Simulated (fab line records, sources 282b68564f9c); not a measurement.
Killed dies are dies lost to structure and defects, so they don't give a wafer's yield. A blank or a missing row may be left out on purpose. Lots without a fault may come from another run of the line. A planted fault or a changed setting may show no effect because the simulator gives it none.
Which tool did it? | flow rit_cmos | 13 lots, 39 wafers sampled, at 5 steps of a route of 202

WHAT THE GAUGES READ, wafer by wafer
The record holds no reading of a measuring or inspecting step that can be judged against a usual standard deviation.

WHICH TOOL RAN EACH LOT (tool, then ch and the chambers of the sampled wafers, then the start)
lot  | RIT_PLDD_STRIP_09                   | RIT_CONTACT_STRIP_12                | RIT_M1_SPUTTER_00           | RIT_M1_STRIP_13                | RIT_M1_PROBE_99
L294 | plasma_asher-03 ch 0,1, day 3 04:50 | plasma_asher-02 ch 0,1, day 3 13:25 | pvd_sputter-02, day 3 14:04 | wet_bench-04 ch 2, day 3 16:07 | prober-01, day 3 18:12
L295 | plasma_asher-02 ch 0,1, day 3 07:02 | plasma_asher-02 ch 0,1, day 3 16:07 | pvd_sputter-01, day 3 16:48 | wet_bench-02 ch 1, day 3 18:51 | prober-02, day 3 22:12
L297 | plasma_asher-01 ch 0,1, day 3 15:08 | plasma_asher-02 ch 0,1, day 4 00:02 | pvd_sputter-01, day 4 00:42 | wet_bench-01 ch 3, day 4 02:37 | prober-01, day 4 04:47
L303 | plasma_asher-01 ch 0,1, day 4 20:24 | plasma_asher-01 ch 0,1, day 5 05:13 | pvd_sputter-01, day 5 05:52 | wet_bench-04 ch 0, day 5 07:47 | prober-01, day 5 10:15
L305 | plasma_asher-01 ch 0,1, day 5 06:45 | plasma_asher-01 ch 0,1, day 5 15:40 | pvd_sputter-02, day 5 16:20 | wet_bench-02 ch 1, day 5 18:23 | prober-01, day 5 20:30
L306 | plasma_asher-01 ch 0,1, day 5 14:36 | plasma_asher-04 ch 0, day 5 23:40   | pvd_sputter-04, day 6 00:19 | wet_bench-02 ch 0, day 6 02:31 | prober-02, day 6 04:41
L307 | plasma_asher-03 ch 0,1, day 5 19:34 | plasma_asher-01 ch 0, day 6 04:32   | pvd_sputter-01, day 6 05:12 | wet_bench-04 ch 2, day 6 07:15 | prober-01, day 6 09:20
L308 | plasma_asher-01 ch 0,1, day 5 22:28 | plasma_asher-01 ch 0,1, day 6 07:11 | pvd_sputter-04, day 6 07:51 | wet_bench-02 ch 2, day 6 09:46 | prober-02, day 6 11:54
L309 | plasma_asher-03 ch 0,1, day 6 04:06 | plasma_asher-01 ch 1, day 6 13:27   | pvd_sputter-01, day 6 14:19 | wet_bench-02 ch 1, day 6 16:14 | prober-01, day 6 18:20
L310 | plasma_asher-03 ch 0,1, day 6 09:49 | plasma_asher-02 ch 0,1, day 6 18:49 | pvd_sputter-04, day 6 19:28 | wet_bench-02 ch 2, day 6 21:32 | prober-02, day 6 23:38
L311 | plasma_asher-02 ch 0,1, day 6 13:34 | plasma_asher-02 ch 0,1, day 6 22:43 | pvd_sputter-01, day 6 23:22 | wet_bench-01 ch 2, day 7 01:17 | prober-01, day 7 03:53
L312 | plasma_asher-02 ch 0,1, day 6 19:32 | plasma_asher-02 ch 0,1, day 7 04:23 | pvd_sputter-04, day 7 05:04 | wet_bench-02 ch 1, day 7 07:06 | prober-02, day 7 09:11
L316 | plasma_asher-03 ch 0,1, day 7 14:43 | plasma_asher-02 ch 0,1, day 7 23:41 | pvd_sputter-04, day 8 00:22 | wet_bench-02 ch 0, day 8 02:22 | prober-02, day 8 04:41
- RIT_PLDD_STRIP_09: strips in O2, time 180 s.
- RIT_CONTACT_STRIP_12: strips in O2, time 180 s.
- RIT_M1_SPUTTER_00: material Al, target thk 400 nm, time 500 s.
- RIT_M1_STRIP_13: strips in nmp, time 600 s.
- RIT_M1_PROBE_99

WHAT THE TOOLS THEMSELVES READ (means of the sampled wafers that have a number; where no wafer has one, the mark that the record gives instead)
RIT_PLDD_STRIP_09. Usual: drypump_motor_current_A 5.6 A, standard deviation 0.46; o2_flow_sccm 4002 sccm, standard deviation 12.
lot  | tool            | drypump_motor_current_A (A) | o2_flow_sccm (sccm) | flag
L294 | plasma_asher-03 | 5.9                         | 4007                |
L295 | plasma_asher-02 | 5.8                         | 4009                |
L297 | plasma_asher-01 | 4.8                         | 4001                |
L303 | plasma_asher-01 | 4.9                         | 4006                |
L305 | plasma_asher-01 | 5.0                         | 4010                |
L306 | plasma_asher-01 | 4.9                         | 4009                |
L307 | plasma_asher-03 | 5.9                         | 3992                |
L308 | plasma_asher-01 | 4.9                         | 4003                |
L309 | plasma_asher-03 | 5.9                         | 3993                |
L310 | plasma_asher-03 | 5.9                         | 4006                |
L311 | plasma_asher-02 | 5.9                         | 3993                |
L312 | plasma_asher-02 | 5.9                         | 3995                |
L316 | plasma_asher-03 | 5.9                         | 3999                |

RIT_CONTACT_STRIP_12. Usual: drypump_motor_current_A 5.4 A, standard deviation 0.47; o2_flow_sccm 4000 sccm, standard deviation 11.
lot  | tool            | drypump_motor_current_A (A) | o2_flow_sccm (sccm) | flag
L294 | plasma_asher-02 | 5.9                         | 4001                |
L295 | plasma_asher-02 | 5.9                         | 3984                |
L297 | plasma_asher-02 | 5.8                         | 4005                |
L303 | plasma_asher-01 | 4.8                         | 3989                |
L305 | plasma_asher-01 | 4.8                         | 3994                |
L306 | plasma_asher-04 | 5.3                         | 3998                |
L307 | plasma_asher-01 | 4.7                         | 4003                |
L308 | plasma_asher-01 | 5.0                         | 4002                |
L309 | plasma_asher-01 | 5.2                         | 4011                |
L310 | plasma_asher-02 | 5.9                         | 3996                |
L311 | plasma_asher-02 | 5.9                         | 4001                |
L312 | plasma_asher-02 | 5.9                         | 3994                |
L316 | plasma_asher-02 | 5.8                         | 4008                |

RIT_M1_SPUTTER_00. Usual: throttle_valve_pct 29.9 %, standard deviation 0.81.
lot  | tool           | throttle_valve_pct (%) | flag
L294 | pvd_sputter-02 | 32.2                   |
L295 | pvd_sputter-01 | 30.0                   |
L297 | pvd_sputter-01 | 30.1                   |
L303 | pvd_sputter-01 | 30.2                   |
L305 | pvd_sputter-02 | 31.0                   |
L306 | pvd_sputter-04 | 29.5                   |
L307 | pvd_sputter-01 | 30.3                   |
L308 | pvd_sputter-04 | 29.6                   |
L309 | pvd_sputter-01 | 29.4                   |
L310 | pvd_sputter-04 | 29.5                   |
L311 | pvd_sputter-01 | 30.1                   |
L312 | pvd_sputter-04 | 29.7                   |
L316 | pvd_sputter-04 | 29.4                   |

RIT_M1_STRIP_13. Usual: bath_heat_duty_pct 17.5 %, standard deviation 1.5.
lot  | tool         | bath_heat_duty_pct (%) | flag
L294 | wet_bench-04 | 17.8                   |
L295 | wet_bench-02 | 17.0                   |
L297 | wet_bench-01 | 15.7                   |
L303 | wet_bench-04 | 18.1                   |
L305 | wet_bench-02 | 16.4                   |
L306 | wet_bench-02 | 18.8                   |
L307 | wet_bench-04 | 18.5                   |
L308 | wet_bench-02 | 16.8                   |
L309 | wet_bench-02 | 16.3                   |
L310 | wet_bench-02 | 17.7                   |
L311 | wet_bench-01 | 17.3                   |
L312 | wet_bench-02 | 16.3                   |
L316 | wet_bench-02 | 17.8                   |

RIT_M1_PROBE_99. Usual: defect_limited_yield 97.6 %, standard deviation 1.2; killed_at_M0_to_M3 0.0, standard deviation 0.083; killed_at_contacts 0.0, standard deviation 0.18; killed_at_front_end 6, standard deviation 3.1; killed_dies 6, standard deviation 3.1; killed_on_rim 1.7, standard deviation 1.5; killed_open 3.4, standard deviation 1.9; killed_short 3.1, standard deviation 2; sort_bin_3_pad_short 0.1 %, standard deviation 0.22; sort_bin_5_function 1.4 %, standard deviation 0.87; sort_bin_6_memory 0.9 %, standard deviation 0.63; sort_n_pass 258, standard deviation 3.1; sort_yield_pct 97.6 %, standard deviation 1.2.
lot  | tool      | defect_limited_yield (%) | killed_at_M0_to_M3 | killed_at_contacts | killed_at_front_end | killed_dies | killed_on_rim | killed_open | killed_short | sort_bin_3_pad_short (%) | sort_bin_5_function (%) | sort_bin_6_memory (%) | sort_n_pass | sort_yield_pct (%) | flag
L294 | prober-01 | 97.7                     | 0.0                | 0.0                | 6                   | 6           | 2.0           | 2.3         | 3.7          | 0.1                      | 1.3                     | 0.9                   | 258         | 97.7               |
L295 | prober-02 | 98.2                     | 0.0                | 0.0                | 5                   | 5           | 1.3           | 2.3         | 2.3          | 0.1                      | 1.0                     | 0.7                   | 259         | 98.2               |
L297 | prober-01 | 99.1                     | 0.0                | 0.0                | 2                   | 2           | 0.7           | 1.3         | 1.0          | 0.0                      | 0.7                     | 0.3                   | 262         | 99.1               |
L303 | prober-01 | 87.1                     | 27.0               | 0.0                | 7                   | 34          | 8.0           | 4.0         | 3.0          | 2.3                      | 8.7                     | 1.9                   | 230         | 87.1               | OFF
L305 | prober-01 | 96.6                     | 0.0                | 0.0                | 9                   | 9           | 2.7           | 4.0         | 5.0          | 0.0                      | 2.0                     | 1.4                   | 255         | 96.6               |
L306 | prober-02 | 97.2                     | 0.0                | 0.0                | 7                   | 7           | 2.3           | 4.0         | 3.3          | 0.3                      | 1.2                     | 1.4                   | 257         | 97.2               |
L307 | prober-01 | 95.7                     | 0.0                | 0.0                | 11                  | 11          | 2.7           | 6.7         | 4.7          | 0.0                      | 2.0                     | 2.3                   | 253         | 95.7               |
L308 | prober-02 | 98.0                     | 0.0                | 0.3                | 5                   | 5           | 2.0           | 3.0         | 2.3          | 0.0                      | 1.1                     | 0.9                   | 259         | 98.0               |
L309 | prober-01 | 97.8                     | 0.0                | 0.0                | 6                   | 6           | 1.7           | 4.0         | 1.7          | 0.0                      | 1.4                     | 0.8                   | 258         | 97.8               |
L310 | prober-02 | 98.5                     | 0.0                | 0.0                | 4                   | 4           | 1.3           | 2.7         | 1.3          | 0.0                      | 0.6                     | 0.9                   | 260         | 98.5               |
L311 | prober-01 | 97.3                     | 0.0                | 0.0                | 7                   | 7           | 2.7           | 4.0         | 3.0          | 0.1                      | 1.3                     | 1.3                   | 257         | 97.3               |
L312 | prober-02 | 98.5                     | 0.0                | 0.0                | 4                   | 4           | 0.3           | 2.3         | 1.7          | 0.1                      | 0.9                     | 0.5                   | 260         | 98.5               |
L316 | prober-02 | 99.1                     | 0.0                | 0.0                | 2                   | 2           | 0.7           | 1.0         | 1.3          | 0.0                      | 0.5                     | 0.4                   | 262         | 99.1               |

THE ANSWER, worked out from the rows above alone
Rule: a lot is off if the mean of its wafers that have a number lies more than 3 standard deviations from the usual mean. A lot without any number at a reading at which 4 lots or more have one is off too. The other lots that the step has rows for count as sound. The gauges are gone through in route order, then the tools' own readings, and for those a lot's mean is taken as printed above. The first step at which some lot is off is used, and at that step the reading that is off furthest; a lot without a number counts as furthest.
Off: L303, at RIT_M1_PROBE_99 (killed_at_M0_to_M3).
A tool fits if, at that step or a process step before it, it ran every lot that is off, and no sound lot after the first of them. None of those tried fits.

WHAT THE SIMULATOR HAD PUT IN
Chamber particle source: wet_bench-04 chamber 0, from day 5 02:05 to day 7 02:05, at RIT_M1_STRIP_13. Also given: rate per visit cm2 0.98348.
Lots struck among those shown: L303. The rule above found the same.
